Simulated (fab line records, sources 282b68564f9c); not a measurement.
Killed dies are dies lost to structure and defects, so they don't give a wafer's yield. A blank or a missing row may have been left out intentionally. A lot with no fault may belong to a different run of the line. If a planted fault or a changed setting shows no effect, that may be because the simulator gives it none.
A lot that was struck, set against a sound lot -- flow rit cmos -- 18 steps out of a route of 202
Sound: these wafers, L707.2, L707.3, L707.5. Wafers struck: L719.2, L719.4, L719.5. At the end, the cause is stated.
Order at every step that has rows: each side's tool, ch and its chambers, its first start. Under that, the readings that differ: sound wafers -- struck wafers -- difference of the means -- sigmas: that difference in standard deviations of wafers without a fault.
alike: same words and numbers on both sides, and readings whose means sit less than 2 such deviations apart. not compared: any withheld reading, any reading some wafer has no value for, any bound like >300 that may hide the same value, and any number with overlapping values for which the record gives no deviation.
Wherever a step has rows on one side only, a row that says differs or no value, or a row with sigmas, the two part there. Numbers that have no deviation but don't overlap get no sigmas and don't part them. A reading that every wafer of one side lacks parts them only if that side has two wafers or more.

first, 4 steps without rows for these wafers: RIT_NWELL_SOFTBAKE_02 (time 60 s); RIT_NWELL_EXPOSE_03 (exposes mask M2, target cd 43900 nm); RIT_NWELL_PEB_04; RIT_NWELL_DEVELOP_05 (develop time 68 s).
RIT_NWELL_OVL_MEAS_06:
  sound: overlay-01 at day 3 17:42; struck: overlay-01 at day 6 06:49
reading,sound,struck,difference,sigmas
NWELL_OVL (nm),-1.7 -0.1 -0.6,1.7 1.6 2.4,+2.7,+2
then, 2 steps without rows for these wafers: RIT_NWELL_HARDBAKE_07 (time 120 s); RIT_NWELL_IMPLANT_08.
RIT_NWELL_STRIP_09: strips in O2, time 180 s.
  sound on plasma asher-02 ch 0,1, day 3 18:08; struck on plasma asher-04 ch 0,1, day 6 07:14
  alike: drypump motor current A, rf refl power W
  not compared: rf hours counter h
RIT_NWELL_TW_MEAS_10:
  sound: film metro-04 at day 3 18:19; struck: film metro-04 at day 6 07:25
reading,sound,struck,difference,sigmas
NWELL_TW,2129 2133 2149,2169 2159 2150,+22,+2
then, 3 steps without rows for these wafers: RIT_PWELL_HMDS_00 (prime time 60 s); RIT_PWELL_COAT_01 (resist thk 1300 nm); RIT_PWELL_SOFTBAKE_02 (time 60 s).
RIT_PWELL_EXPOSE_03: exposes mask M3, target cd 43700 nm.
  sound on iline stepper-02 ch 0, day 3 18:50; struck on iline stepper-02 ch 0, day 6 07:56
reading,sound,struck,difference,sigmas
model.PWELL.overlay x nm (nm),-0.779 -0.779 -0.779,361.6 361.6 361.6,+362.4,
  alike: mask, reticle temp C, stage vel mm s
then, 2 steps without rows for these wafers: RIT_PWELL_PEB_04; RIT_PWELL_DEVELOP_05 (develop time 68 s).
RIT_PWELL_OVL_MEAS_06:
  sound: overlay-02 at day 3 19:17; struck: overlay-01 at day 6 08:23
reading,sound,struck,difference,sigmas
PWELL_OVL (nm),-1.2 -1.2 -0.2,361.5 363.5 362.2,+363.3,+99 or more
then, 1 step without rows for these wafers: RIT_PWELL_HARDBAKE_07 (time 120 s).
RIT_M1_PROBE_99:
  sound: prober-02 at day 5 06:39; struck: prober-02 at day 7 19:28
reading,sound,struck,difference,sigmas
model.etest.well edge left.line ohm um,185.6 184.8 183.7,217.8 219.5 221.7,+35.0,
model.etest.well edge right.line ohm um,185.9 181.4 187.1,164.7 165.9 166,-19.3,
model.etest.iso nwell nwell.bv v (V),22.35 22.32 22.26,20.39 20.21 20.34,-2.00,
model.etest.iso nplus nwell.lateral log10 a um,-9.464 -9.424 -9.421,-9.565 -9.512 -9.535,-0.101,
  alike: killed_at_M0_to_M3, killed at contacts, killed at front end, killed dies, killed open, killed short

== WHERE THEY PART ==
First at RIT_NWELL_OVL_MEAS_06; last, within this record, at RIT_PWELL_OVL_MEAS_06. Later steps at which nothing parts them and some readings are alike: RIT_M1_PROBE_99.

WHY: what the simulator had put in
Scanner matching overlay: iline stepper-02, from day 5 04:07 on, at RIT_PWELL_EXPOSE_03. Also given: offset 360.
